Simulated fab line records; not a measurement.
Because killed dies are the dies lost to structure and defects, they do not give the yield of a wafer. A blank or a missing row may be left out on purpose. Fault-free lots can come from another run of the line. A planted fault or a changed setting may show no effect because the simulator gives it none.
fab line records ; flow ritCmos
record lots=7; wafers=21; lastDay=7
route steps=202 shown PWELL@49 WELLDRIVE@50 NWELL@51 NRETRO@53 PRETRO@64 M1@202
lots that met no fault: taken from a fault-free run of the same line
startH: start of the lot's first displayed wafer, in hours after the record's first day ; waitH: hours from the lot's prior step to this one ; " unchanged from the row above ; L1.1+2: a single row standing in for several wafers ; - no value, or no start given ; * or withheld: withheld ; < > ~ a bound
route shown NAME@n: names a module that has steps shown in the file, with the first one's number in the route ; usual: mean/standard deviation of fault-free wafers ; same: alike in all rows ; chamber/n: place in a boat ; sites: the reading at each site ; _std_site: the standard deviation of these ; _edge_site: inner sites' mean taken away from outer sites' mean ; radiusMm: for every site, how far away it sits from the centre of the wafer ; mask NAME#n: copy n ; behind: the most recent tool/chamber to have shaped the wafer ; hold: the reason the lot was held/the length of the hold in hours/how it ended ; device: transistor that didn't switch, given as n, p or np ; end of line: tests run on the same wafers once the route is complete ; where a step has no rows: the recipe by itself ; killed: the dies lost at the first sort to structure and to defects; this is not the yield of the wafer ; map: per-die view of a wafer (x killed, . not killed, _ where there is no die)
set.NAME: the setting as run; set.NAME@STEP: as run at that earlier step ; model.NAME: the simulator's own value behind a step, which no gauge read
a table for each step, a row for each wafer; lots at some steps of the route
services: a tool's chamber out of use, with start hour (startH, from the record's first day; less than 0 if before it), hours out, and reason
## steps
# step RIT_PWELL_TW_MEAS_10
# usual PWELL_TW=956/8.3
lot.wafer;tool;chamber;startH;waitH;PWELL_TW
L790.3;filmMetro-01;-;47.65;0.1;973
L790.4;filmMetro-01;-;47.65;0.1;960
L790.6;filmMetro-01;-;47.65;0.1;962
L794.1;filmMetro-01;-;69.41;0.1;955
L794.3;filmMetro-01;-;69.41;0.1;959
L794.4;filmMetro-01;-;69.41;0.1;959
L796.2;filmMetro-01;-;78.86;0.1;964
L796.3;filmMetro-01;-;78.86;0.1;966
L796.5;filmMetro-01;-;78.86;0.1;969
L797.3;filmMetro-02;-;82.56;0.1;942
L797.5;filmMetro-02;-;82.56;0.1;942
L797.6;filmMetro-02;-;82.56;0.1;949
L798.3;filmMetro-02;-;88.09;0.1;937
L798.4;filmMetro-02;-;88.09;0.1;942
L798.6;filmMetro-02;-;88.09;0.1;936
L802.4;filmMetro-01;-;108.46;0.1;955
L802.5;filmMetro-01;-;108.46;0.1;953
L802.6;filmMetro-01;-;108.46;0.1;958
L806.3;filmMetro-03;-;133.23;0.1;948
L806.4;filmMetro-03;-;133.23;0.1;948
L806.6;filmMetro-03;-;133.23;0.1;949
# step RIT_WELLDRIVE_ANNEAL_00
# recipe tempC=1100; timeS=14700; ambient=N2
# step RIT_WELLDRIVE_RS_MEAS_01
# recipe thkMeasGauge=four-point-probe
# usual NWELL_RS=275.3/0.82
lot.wafer;tool;chamber;startH;waitH;NWELL_RS[ohm/sq]
L790.3;filmMetro-03;-;53.59;0.0;275.7
L790.4;filmMetro-03;-;53.59;0.0;275.4
L790.6;filmMetro-03;-;53.59;0.0;275.3
L794.1;filmMetro-01;-;74.55;0.0;275.8
L794.3;filmMetro-01;-;74.55;0.0;274.9
L794.4;filmMetro-01;-;74.55;0.0;276.4
L796.2;filmMetro-01;-;84.01;0.0;275.1
L796.3;filmMetro-01;-;84.01;0.0;274.7
L796.5;filmMetro-01;-;84.01;0.0;276.0
L797.3;filmMetro-02;-;87.72;0.0;274.9
L797.5;filmMetro-02;-;87.72;0.0;275.8
L797.6;filmMetro-02;-;87.72;0.0;276.1
L798.3;filmMetro-01;-;94.28;0.0;276.1
L798.4;filmMetro-01;-;94.28;0.0;274.5
L798.6;filmMetro-01;-;94.28;0.0;275.0
L802.4;filmMetro-01;-;113.64;0.1;274.3
L802.5;filmMetro-01;-;113.64;0.1;274.0
L802.6;filmMetro-01;-;113.64;0.1;275.1
L806.3;filmMetro-03;-;138.40;0.0;275.7
L806.4;filmMetro-03;-;138.40;0.0;275.6
L806.6;filmMetro-03;-;138.40;0.0;275.4
# step RIT_WELLDRIVE_RS_MEAS_02
# recipe thkMeasGauge=four-point-probe
# usual PWELL_RS=429.5/1.2
lot.wafer;tool;chamber;startH;waitH;PWELL_RS[ohm/sq]
L790.3;filmMetro-03;-;53.71;0.1;433.0
L790.4;filmMetro-03;-;53.71;0.1;432.0
L790.6;filmMetro-03;-;53.71;0.1;431.9
L794.1;filmMetro-01;-;74.67;0.1;429.6
L794.3;filmMetro-01;-;74.67;0.1;428.2
L794.4;filmMetro-01;-;74.67;0.1;428.6
L796.2;filmMetro-01;-;84.13;0.1;426.7
L796.3;filmMetro-01;-;84.13;0.1;427.5
L796.5;filmMetro-01;-;84.13;0.1;427.4
L797.3;filmMetro-02;-;87.84;0.1;426.9
L797.5;filmMetro-02;-;87.84;0.1;427.1
L797.6;filmMetro-02;-;87.84;0.1;427.2
L798.3;filmMetro-01;-;94.40;0.1;429.7
L798.4;filmMetro-01;-;94.40;0.1;429.5
L798.6;filmMetro-01;-;94.40;0.1;428.5
L802.4;filmMetro-01;-;113.76;0.1;429.1
L802.5;filmMetro-01;-;113.76;0.1;428.5
L802.6;filmMetro-01;-;113.76;0.1;429.4
L806.3;filmMetro-03;-;138.52;0.1;429.6
L806.4;filmMetro-03;-;138.52;0.1;430.7
L806.6;filmMetro-03;-;138.52;0.1;430.9
# step RIT_NRETRO_HMDS_00
# recipe primeTimeS=60; primeTempC=140
# step RIT_NRETRO_COAT_01
# recipe resist=NOVOLAK; spinRpm=2000; resistThkNm=1300
# step RIT_NRETRO_SOFTBAKE_02
# recipe resist=NOVOLAK; tempC=90.92; timeS=60
# step RIT_NRETRO_EXPOSE_03
# recipe maskId=M4; na=0.57; targetCdNm=43900; doseMj=250
# step RIT_NRETRO_PEB_04
# recipe resist=NOVOLAK; tempC=withheld; timeS=withheld
# step RIT_NRETRO_DEVELOP_05
# recipe resist=NOVOLAK; developTimeS=68; devTempC=23
# step RIT_NRETRO_OVL_MEAS_06
# usual NRETRO_OVL=-0.1/2
lot.wafer;tool;chamber;startH;waitH;NRETRO_OVL[nm]
L790.3;overlay-02;-;54.80;-;-1.5
L790.4;overlay-02;-;54.80;-;-3.1
L790.6;overlay-02;-;54.80;-;-3.2
L794.1;overlay-02;-;75.79;-;1.8
L794.3;overlay-02;-;75.79;-;1.8
L794.4;overlay-02;-;75.79;-;0.7
L796.2;overlay-01;-;85.25;-;-2.5
L796.3;overlay-01;-;85.25;-;-1.3
L796.5;overlay-01;-;85.25;-;-4.4
L797.3;overlay-02;-;88.94;-;0.2
L797.5;overlay-02;-;88.94;-;1.6
L797.6;overlay-02;-;88.94;-;-0.2
L798.3;overlay-01;-;95.37;-;0.6
L798.4;overlay-01;-;95.37;-;0.6
L798.6;overlay-01;-;95.37;-;1.2
L802.4;overlay-01;-;114.84;-;2.4
L802.5;overlay-01;-;114.84;-;2.8
L802.6;overlay-01;-;114.84;-;1.3
L806.3;overlay-02;-;139.49;-;-2.5
L806.4;overlay-02;-;139.49;-;-1.5
L806.6;overlay-02;-;139.49;-;-0.6
# step RIT_NRETRO_HARDBAKE_07
# recipe resist=NOVOLAK; tempC=140; timeS=120
# step RIT_NRETRO_IMPLANT_08
# recipe species=P; energyKev=70; doseCm2=1e+13; tiltDeg=7
# usual beamEnergyKeV=70.000/0.02; endStationPressureTorr=4.99e-06/2.7e-07
lot.wafer;tool;chamber;startH;waitH;beamEnergyKeV;endStationPressureTorr;model.implant.rpNm;model.implant.drpNm
L790.3;implanter-02;0;55.13;0.2;70.006;4.34e-06;85.97;33.94
L790.4;implanter-02;0;55.13;0.2;70.006;4.9e-06;85.97;33.94
L790.6;implanter-02;0;55.13;0.2;69.990;4.96e-06;85.97;33.94
L794.1;implanter-02;0;76.08;0.2;94.533;5.06e-06;115.4;43.45
L794.3;implanter-02;0;76.08;0.2;94.487;5.46e-06;115.4;43.45
L794.4;implanter-02;0;76.08;0.2;94.528;4.78e-06;115.4;43.45
L796.2;implanter-02;0;85.55;0.2;94.527;4.99e-06;116.7;43.45
L796.3;implanter-02;0;85.55;0.2;94.465;5.38e-06;116.7;43.45
L796.5;implanter-02;0;85.55;0.2;94.527;4.77e-06;116.7;43.45
L797.3;implanter-02;0;89.26;0.2;94.461;5.38e-06;112.8;43.45
L797.5;implanter-02;0;89.26;0.2;94.477;4.94e-06;112.8;43.45
L797.6;implanter-02;0;89.26;0.2;94.489;4.72e-06;112.8;43.45
L798.3;implanter-01;0;95.69;0.2;69.995;4.54e-06;84.23;33.94
L798.4;implanter-01;0;95.69;0.2;69.999;4.83e-06;84.23;33.94
L798.6;implanter-01;0;95.69;0.2;69.994;4.67e-06;84.23;33.94
L802.4;implanter-01;0;115.18;0.2;69.990;4.92e-06;87.64;33.94
L802.5;implanter-01;0;115.18;0.2;69.998;5.24e-06;87.64;33.94
L802.6;implanter-01;0;115.18;0.2;70.003;5.01e-06;87.64;33.94
L806.3;implanter-04;0;139.81;0.2;70.018;5.18e-06;84.66;33.94
L806.4;implanter-04;0;139.81;0.2;70.019;4.77e-06;84.66;33.94
L806.6;implanter-04;0;139.81;0.2;70.004;5.3e-06;84.66;33.94
# step RIT_NRETRO_STRIP_09
# recipe chemistry=O2; timeS=180; resist=NOVOLAK; platenTempC=withheld; powerW=500; pressureMtorr=4000; o2FlowSccm=4000
# usual drypumpMotorCurrentA=5.7/0.39
lot.wafer;tool;chamber;startH;waitH;drypumpMotorCurrentA;rfHoursCounterH
L790.3;plasmaAsher-01;1;55.28;0.1;6.2;-
L790.4;plasmaAsher-01;0;55.28;0.1;5.4;-
L790.6;plasmaAsher-01;1;55.28;0.1;6.2;-
L794.1;plasmaAsher-02;1;76.23;0.1;5.8;43
L794.3;plasmaAsher-02;1;76.23;0.1;5.7;-
L794.4;plasmaAsher-02;0;76.23;0.1;6.0;-
L796.2;plasmaAsher-01;0;85.68;0.1;5.3;44
L796.3;plasmaAsher-01;1;85.68;0.1;6.2;-
L796.5;plasmaAsher-01;0;85.68;0.1;5.3;-
L797.3;plasmaAsher-01;1;89.42;0.1;6.2;-
L797.5;plasmaAsher-01;1;89.42;0.1;6.2;-
L797.6;plasmaAsher-01;0;89.42;0.1;5.3;-
L798.3;plasmaAsher-01;1;95.85;0.1;6.2;-
L798.4;plasmaAsher-01;0;95.85;0.1;5.3;-
L798.6;plasmaAsher-01;1;95.85;0.1;6.2;-
L802.4;plasmaAsher-02;1;115.32;0.1;5.7;-
L802.5;plasmaAsher-02;1;115.32;0.1;5.8;-
L802.6;plasmaAsher-02;0;115.32;0.1;6.0;-
L806.3;plasmaAsher-03;0;139.97;0.1;5.0;-
L806.4;plasmaAsher-03;1;139.97;0.1;5.8;-
L806.6;plasmaAsher-03;1;139.97;0.1;5.8;-
# step RIT_NRETRO_TW_MEAS_10
# usual NRETRO_TW=1049/8.5
lot.wafer;tool;chamber;startH;waitH;NRETRO_TW
L790.3;filmMetro-02;-;55.42;0.1;1045
L790.4;filmMetro-02;-;55.42;0.1;1041
L790.6;filmMetro-02;-;55.42;0.1;1047
L794.1;filmMetro-02;-;76.40;0.1;1117
L794.3;filmMetro-02;-;76.40;0.1;1114
L794.4;filmMetro-02;-;76.40;0.1;1119
L796.2;filmMetro-02;-;85.86;0.1;1109
L796.3;filmMetro-02;-;85.86;0.1;1116
L796.5;filmMetro-02;-;85.86;0.1;1116
L797.3;filmMetro-04;-;89.56;0.1;1119
L797.5;filmMetro-04;-;89.56;0.1;1116
L797.6;filmMetro-04;-;89.56;0.1;1117
L798.3;filmMetro-04;-;95.99;0.1;1040
L798.4;filmMetro-04;-;95.99;0.1;1040
L798.6;filmMetro-04;-;95.99;0.1;1041
L802.4;filmMetro-01;-;115.46;0.1;1060
L802.5;filmMetro-01;-;115.46;0.1;1062
L802.6;filmMetro-01;-;115.46;0.1;1054
L806.3;filmMetro-02;-;140.11;0.1;1050
L806.4;filmMetro-02;-;140.11;0.1;1051
L806.6;filmMetro-02;-;140.11;0.1;1056
# step RIT_PRETRO_HMDS_00
# recipe primeTimeS=60; primeTempC=140
# step RIT_M1_PROBE_99
# usual killed_at_M0_to_M3=0.0/0.17; killedAtContacts=0.1/0.34; killedAtFrontEnd=7/3; killedDies=7/3.1; killedOpen=3.4/1.9; killedShort=3.4/2.1
# same grossDies=264; killed_at_M4_up=0; killedAtBackSide=0; killedAtOther=0
lot.wafer;tool;chamber;startH;waitH;killed_at_M0_to_M3;killedAtContacts;killedAtFrontEnd;killedDies;killedOpen;killedShort;model.etest.pmos_0p3.rOnOhmUm;model.etest.pmosTurned.rOnOhmUm;model.etest.pmos_0p15.rOnOhmUm;model.etest.pmos_0p15.driveUaUm;model.etest.pmosTurned.driveUaUm;model.etest.pmosNarrow.driveUaUm;model.etest.pmos_0p3.driveUaUm;model.etest.wellEdgeRight.lineOhmUm
L790.3;prober-01;-;82.98;0.2;0;0;4;4;3;1;6365;3378;2762;256.2;197.3;101.6;100.1;181.5
L790.4;prober-01;-;83.03;0.2;0;0;3;3;3;0;6260;3262;2674;267.4;204.7;104.6;101.6;184.2
L790.6;prober-01;-;83.13;0.2;0;0;7;7;3;4;6237;3229;2630;269.4;206.1;102.4;100.4;179.6
L794.1;prober-01;-;102.89;0.1;0;0;5;5;4;1;5893;3300;2711;266.2;208.5;117.9;114.5;181.1
L794.3;prober-01;-;102.99;0.2;2;0;14;16;5;11;5952;3285;2748;259.9;206.5;113.1;110.3;178.9
L794.4;prober-01;-;103.04;0.2;0;0;10;10;6;4;5830;3228;2707;262.2;211.6;118.4;112.9;181.5
L796.2;prober-01;-;113.19;0.1;0;1;3;4;1;1;5812;3249;2664;273.2;213.1;118.6;115.5;178.7
L796.3;prober-01;-;113.24;0.2;0;0;3;3;1;1;5799;3177;2584;276.7;215.7;119.2;113.6;177.8
L796.5;prober-01;-;113.34;0.2;0;0;4;4;1;3;5904;3167;2593;280.7;219.1;117;114.7;181.7
L797.3;prober-02;-;116.89;0.2;0;0;10;10;4;6;5864;3166;2582;282.1;217.3;114;112.5;180.7
L797.5;prober-02;-;116.99;0.2;0;0;8;8;4;4;5749;3138;2545;285.1;217.2;119;114.7;184.2
L797.6;prober-02;-;117.04;0.2;0;0;6;6;4;2;5807;3158;2588;282.9;218.2;116.5;114.6;179.4
L798.3;prober-01;-;126.21;0.2;0;0;5;5;2;3;6044;3234;2656;265.4;204.1;107.7;106.4;181.7
L798.4;prober-01;-;126.26;0.2;0;0;6;6;2;4;6099;3197;2632;265.4;208.8;107.4;103.2;180.9
L798.6;prober-01;-;126.36;0.2;0;0;3;3;0;3;6288;3292;2719;257.9;201.1;105.2;100.9;182.8
L802.4;prober-01;-;146.36;0.2;0;0;5;5;4;0;6213;3370;2744;262.1;198.7;107.5;105.4;181.6
L802.5;prober-01;-;146.41;0.2;0;0;6;6;2;3;6216;3348;2715;259.7;197.4;106.4;101.5;182.9
L802.6;prober-01;-;146.46;0.2;0;0;8;8;3;5;6166;3296;2672;267.7;202.9;107.1;102.5;181.8
L806.3;prober-02;-;168.39;0.2;0;0;9;9;4;5;6074;3242;2677;269.1;204;108.3;105;182.8
L806.4;prober-02;-;168.44;0.2;0;1;5;6;1;5;5968;3168;2600;272.7;208.7;110.5;107.3;183
L806.6;prober-02;-;168.54;0.2;0;0;4;4;1;3;6069;3212;2642;270;207.7;108.6;104.7;180
# killed by level:class
L790.3 FOX2:geometricParticle:open=1 REOX:geometricParticle:open=1 REOX:geometricParticle:short=1 SPACER:geometricParticle:open=1
L790.4 FOX1:geometricParticle:open=1 GATE:geometricParticle:open=1 REOX:geometricParticle:open=1
L790.6 FOX2:geometricParticle:open=2 FOX2:geometricParticle:short=1 GATE:geometricParticle:short=1 REOX:geometricParticle:short=1 SPACER:geometricParticle:short=1 SPACER:geometricParticle:open=1
L794.1 GATE:geometricParticle:open=3 GATE:geometricParticle:short=1 REOX:geometricParticle:open=1
L794.3 GATE:geometricParticle:short=4 SPACER:geometricParticle:short=4 GATE:geometricParticle:open=2 M1:geometricParticle:short=2 FOX1:geometricParticle:open=1 REOX:geometricParticle:short=1 SPACER:geometricParticle:open=1 SILICIDE:geometricParticle:open=1
L794.4 SPACER:geometricParticle:open=4 SILICIDE:geometricParticle:short=2 FOX1:geometricParticle:short=1 FOX1:geometricParticle:open=1 GATE:geometricParticle:open=1 REOX:geometricParticle:short=1
L796.2 NSD:coatMicrobubblePrinted=2 FOX1:geometricParticle:short=1 CONTACT:geometricParticle:open=1
L796.3 FOX1:geometricParticle:open=1 SILICIDE:geometricParticle:short=1 NSD:coatMicrobubblePrinted=1
L796.5 GATE:geometricParticle:short=2 REOX:geometricParticle:open=1 SPACER:geometricParticle:short=1
L797.3 FOX1:geometricParticle:open=2 GATE:geometricParticle:short=2 SPACER:geometricParticle:short=2 FOX1:geometricParticle:short=1 GATE:geometricParticle:open=1 REOX:geometricParticle:open=1 SILICIDE:geometricParticle:short=1
L797.5 GATE:geometricParticle:open=2 GATE:geometricParticle:short=2 FOX1:geometricParticle:open=1 FOX1:geometricParticle:short=1 REOX:geometricParticle:short=1 SPACER:geometricParticle:open=1
L797.6 GATE:geometricParticle:open=2 FOX1:geometricParticle:open=1 FOX1:geometricParticle:short=1 REOX:geometricParticle:open=1 SILICIDE:geometricParticle:short=1
L798.3 GATE:geometricParticle:short=2 SILICIDE:geometricParticle:open=2 REOX:geometricParticle:short=1
L798.4 GATE:geometricParticle:short=3 FOX1:geometricParticle:short=1 FOX1:geometricParticle:open=1 GATE:geometricParticle:open=1
L798.6 GATE:geometricParticle:short=2 FOX1:geometricParticle:short=1
L802.4 SILICIDE:geometricParticle:open=2 REOX:geometricParticle:open=1 SPACER:geometricParticle:open=1 GATE:coatMicrobubblePrinted=1
L802.5 SILICIDE:geometricParticle:short=2 GATE:geometricParticle:open=1 REOX:geometricParticle:short=1 SILICIDE:geometricParticle:open=1 GATE:coatMicrobubblePrinted=1
L802.6 REOX:geometricParticle:short=3 GATE:geometricParticle:short=2 GATE:geometricParticle:open=1 REOX:geometricParticle:open=1 SILICIDE:geometricParticle:open=1
L806.3 GATE:geometricParticle:short=3 SPACER:geometricParticle:open=2 FOX1:geometricParticle:open=1 FOX2:geometricParticle:short=1 GATE:geometricParticle:open=1 REOX:geometricParticle:short=1
L806.4 SPACER:geometricParticle:short=2 FOX2:geometricParticle:short=1 SPACER:geometricParticle:open=1 SILICIDE:geometricParticle:short=1 CONTACT:geometricParticle:short=1
L806.6 GATE:geometricParticle:short=2 FOX1:geometricParticle:short=1 GATE:geometricParticle:open=1
## services
tool;chamber;startH;hours;kind
implanter-04;-;41.50;1.9;pm
implanter-01;-;60.34;0.6;repair
plasmaAsher-01;-;108.75;9.0;pm
plasmaAsher-01;0;108.75;9.0;ventCycle
plasmaAsher-01;1;108.75;9.0;ventCycle
plasmaAsher-01;0;117.75;-;clean
plasmaAsher-01;1;117.75;-;clean
## key
firstSign step=RIT_NRETRO_IMPLANT_08; reading=beamEnergyKeV; direction=up; sigmas=99+; usual=70.000; struck=94.499
effect step=RIT_NRETRO_TW_MEAS_10; reading=NRETRO_TW; direction=up; sigmas=7.9; usual=1049; struck=1116
modelEffect step=RIT_NRETRO_IMPLANT_08; value=implant.rpNm; without=84.22; struck=114.9
modelEffect step=RIT_M1_PROBE_99; value=etest.pmos_0p3.rOnOhmUm; without=6149; struck=5845
metAt RIT_NRETRO_IMPLANT_08
struckWafers L794.1,L794.3,L794.4,L796.2,L796.3,L796.5,L797.3,L797.5,L797.6
testerLeftOut L794,L796,L797
onsetBetween 55.13 76.08
fault kind=processParameterDrift; tool=implanter-02; chamber=-; onsetH=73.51; steps=RIT_NRETRO_IMPLANT_08; channel=energyKev; offset=24.5; shape=step; endH=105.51; actsIn=theseRecipesOnly; stated=70
# testerLeftOut: of these lots the tester's yield and bins aren't shown, on N5 and GAA mostly nor the transistor test; their killed dies are dies lost to structure and defects alone, not to doping, threshold or leakage, so they don't give the yield
